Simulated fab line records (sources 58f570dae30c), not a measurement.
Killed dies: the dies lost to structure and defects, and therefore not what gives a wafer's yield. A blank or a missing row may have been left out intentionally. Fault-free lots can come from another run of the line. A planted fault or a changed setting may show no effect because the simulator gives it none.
fab line records	flow berkeley-cmos170
record lots=14	wafers=42	last-day=12
route steps=331 shown NLDD@167
lots with no fault: from the same line, run without faults
start-h: hours from the record's opening day to when the first of the lot's shown wafers began	wait-h: hours elapsed since this lot's preceding step	" unchanged from the row above	L1.1+2: one row covering several wafers at once	- no value present, or no start provided	* or withheld: withheld	< > ~ a bound
route shown NAME@n: a module of which the file shows steps, and the number in the route of the first	usual: the fault-free wafers' mean and standard deviation	same: alike in all rows	chamber/n: place in a boat	sites: the reading at each site	_std_site: standard deviation of those values	_edge_site: inner sites' mean taken away from outer sites' mean	radius-mm: for every site, how far away it sits from the centre of the wafer	mask NAME#n: copy n	behind: the last tool/chamber to shape the wafer	hold: what put the lot on hold/how long, in hours/how the hold closed	device: names the non-switching transistor (n, p or np)	end of line: tests run on the same wafers once the route is complete	where a step has no rows: the recipe by itself	killed: at the first sort, the dies lost to defects and structure; wafer yield is something else	map: dies across one wafer; x = killed, . = not, _ = none there
set.NAME: setting as actually run; set.NAME@STEP: the setting as run at that earlier step	model.NAME: the simulator's own value behind a step, which no gauge read
route steps across a sampled set of lots; one table per step, one row per wafer
services: when a tool's chamber went out of use (start-h, in hours from the record's first day, below 0 if earlier), for how many hours, and the reason
## steps
# step UCB170_NLDD_IMPLANT_09
# recipe species=As	dose-cm2=5e+13	energy-kev=30	tilt-deg=7	rotation-deg=180
# usual beam-energy-keV=30.000/0.0095
lot.wafer	tool	chamber	start-h	wait-h	beam-energy-keV
L833.1	implanter-04	0	152.32	0.1	29.990
L833.3	"	0	"	"	29.999
L833.6	"	0	"	"	30.011
L835.1	implanter-04	0	162.40	0.1	29.992
L835.4	"	0	"	"	30.004
L835.6	"	0	"	"	29.982
L834.2	implanter-01	0	162.67	0.1	29.994
L834.4	"	0	"	"	29.996
L834.6	"	0	"	"	30.002
L836.2	implanter-01	0	174.69	0.1	29.999
L836.4	"	0	"	"	30.008
L836.5	"	0	"	"	29.992
L838.3	implanter-03	0	175.32	0.1	30.013
L838.5	"	0	"	"	29.997
L838.6	"	0	"	"	29.994
L837.1	implanter-01	0	175.51	0.1	30.000
L837.5	"	0	"	"	30.006
L837.6	"	0	"	"	29.997
L840.1	implanter-03	0	189.87	0.1	29.996
L840.3	"	0	"	"	29.993
L840.4	"	0	"	"	30.000
L839.1	implanter-01	0	190.59	0.1	29.996
L839.4	"	0	"	"	29.994
L839.6	"	0	"	"	30.008
L842.2	implanter-01	0	201.04	0.1	29.989
L842.3	"	0	"	"	29.996
L842.6	"	0	"	"	29.996
L845.3	implanter-04	0	217.44	0.1	29.985
L845.4	"	0	"	"	30.002
L845.5	"	0	"	"	29.984
L848.2	implanter-01	0	232.21	0.1	36.595
L848.3	"	0	"	"	36.602
L848.4	"	0	"	"	36.595
L851.3	implanter-01	0	244.24	0.1	36.606
L851.4	"	0	"	"	36.622
L851.5	"	0	"	"	36.605
L854.2	implanter-03	0	259.56	0.1	29.988
L854.4	"	0	"	"	29.992
L854.6	"	0	"	"	29.978
L855.1	implanter-04	0	260.53	0.1	30.019
L855.4	"	0	"	"	30.018
L855.5	"	0	"	"	30.019
# step UCB170_NLDD_TW_MEAS_11
# usual NLDD_TW=2205/22
lot.wafer	tool	chamber	start-h	wait-h	NLDD_TW
L833.1	film-metro-03	-	152.57	0.1	2199
L833.3	"	-	"	"	2218
L833.6	"	-	"	"	2205
L835.1	film-metro-01	-	162.65	0.1	2160
L835.4	"	-	"	"	2173
L835.6	"	-	"	"	2177
L834.2	film-metro-01	-	162.90	0.1	2167
L834.4	"	-	"	"	2174
L834.6	"	-	"	"	2166
L836.2	film-metro-03	-	174.97	0.1	2217
L836.4	"	-	"	"	2223
L836.5	"	-	"	"	2215
L838.3	film-metro-02	-	175.54	0.1	2199
L838.5	"	-	"	"	2208
L838.6	"	-	"	"	2201
L837.1	film-metro-01	-	175.76	0.1	2146
L837.5	"	-	"	"	2152
L837.6	"	-	"	"	2159
L840.1	film-metro-03	-	190.12	0.1	2216
L840.3	"	-	"	"	2215
L840.4	"	-	"	"	2212
L839.1	film-metro-02	-	190.84	0.1	2194
L839.4	"	-	"	"	2202
L839.6	"	-	"	"	2193
L842.2	film-metro-03	-	201.28	0.1	2216
L842.3	"	-	"	"	2198
L842.6	"	-	"	"	2195
L845.3	film-metro-03	-	217.66	0.1	2223
L845.4	"	-	"	"	2236
L845.5	"	-	"	"	2205
L848.2	film-metro-03	-	232.45	0.1	2288
L848.3	"	-	"	"	2285
L848.4	"	-	"	"	2283
L851.3	film-metro-03	-	244.46	0.1	2291
L851.4	"	-	"	"	2291
L851.5	"	-	"	"	2283
L854.2	film-metro-02	-	259.80	0.1	2227
L854.4	"	-	"	"	2240
L854.6	"	-	"	"	2226
L855.1	film-metro-02	-	260.78	0.1	2239
L855.4	"	-	"	"	2244
L855.5	"	-	"	"	2226
# step UCB170_SDANNEAL_RS_MEAS_05
# recipe thk-meas-gauge=four-point-probe
# usual NLDD_RS=617.1/1.2
lot.wafer	tool	chamber	start-h	wait-h	NLDD_RS[ohm/sq]
L833.1	film-metro-03	-	163.74	0.1	614.9
L833.3	"	-	"	"	618.0
L833.6	"	-	"	"	618.2
L835.1	film-metro-01	-	175.03	0.1	616.4
L835.4	"	-	"	"	618.3
L835.6	"	-	"	"	616.1
L834.2	film-metro-03	-	175.69	0.1	618.0
L834.4	"	-	"	"	615.8
L834.6	"	-	"	"	617.9
L836.2	film-metro-02	-	187.47	0.1	616.2
L836.4	"	-	"	"	616.8
L836.5	"	-	"	"	618.0
L838.3	film-metro-02	-	188.33	0.1	617.1
L838.5	"	-	"	"	617.7
L838.6	"	-	"	"	616.3
L837.1	film-metro-03	-	188.76	0.1	615.7
L837.5	"	-	"	"	616.4
L837.6	"	-	"	"	615.5
L839.1	film-metro-02	-	201.54	0.1	617.1
L839.4	"	-	"	"	615.8
L839.6	"	-	"	"	618.2
L840.1	film-metro-02	-	202.14	0.1	617.3
L840.3	"	-	"	"	616.7
L840.4	"	-	"	"	616.7
L842.2	film-metro-03	-	212.68	0.1	616.0
L842.3	"	-	"	"	616.5
L842.6	"	-	"	"	615.4
L845.3	film-metro-01	-	229.19	0.1	616.2
L845.4	"	-	"	"	616.4
L845.5	"	-	"	"	617.5
L848.2	film-metro-02	-	244.16	0.1	586.4
L848.3	"	-	"	"	587.3
L848.4	"	-	"	"	588.6
L851.3	film-metro-03	-	256.21	0.1	584.9
L851.4	"	-	"	"	584.8
L851.5	"	-	"	"	583.9
L855.1	film-metro-02	-	273.02	0.1	618.4
L855.4	"	-	"	"	619.2
L855.5	"	-	"	"	616.9
L854.2	film-metro-01	-	273.87	0.1	617.4
L854.4	"	-	"	"	618.0
L854.6	"	-	"	"	618.3
## services
tool	chamber	start-h	hours	kind
implanter-04	-	134.19	3.6	repair
## key
first-sign step=UCB170_NLDD_IMPLANT_09	reading=beam-energy-keV	direction=up	sigmas=99+	usual=30.000	struck=36.604
effect step=UCB170_NLDD_TW_MEAS_11	reading=NLDD_TW	direction=up	sigmas=3.7	usual=2205	struck=2287
effect step=UCB170_SDANNEAL_RS_MEAS_05	reading=NLDD_RS	direction=down	sigmas=26	usual=617.1	struck=586.0
met-at UCB170_NLDD_IMPLANT_09
struck-lots L848,L851
tester-left-out L848,L851
onset-between 201.04 232.21
fault kind=process-parameter-drift	tool=implanter-01	chamber=-	onset-h=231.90	steps=UCB170_NLDD_IMPLANT_09	channel=energy-kev	offset=6.6	shape=step	end-h=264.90	acts-in=these-recipes-only	stated=30
# tester-left-out: of these lots the tester's yield and bins aren't shown, on N5 and GAA mostly nor the transistor test; their killed dies are dies lost to structure and defects alone, not to doping, threshold or leakage, so they don't give the yield
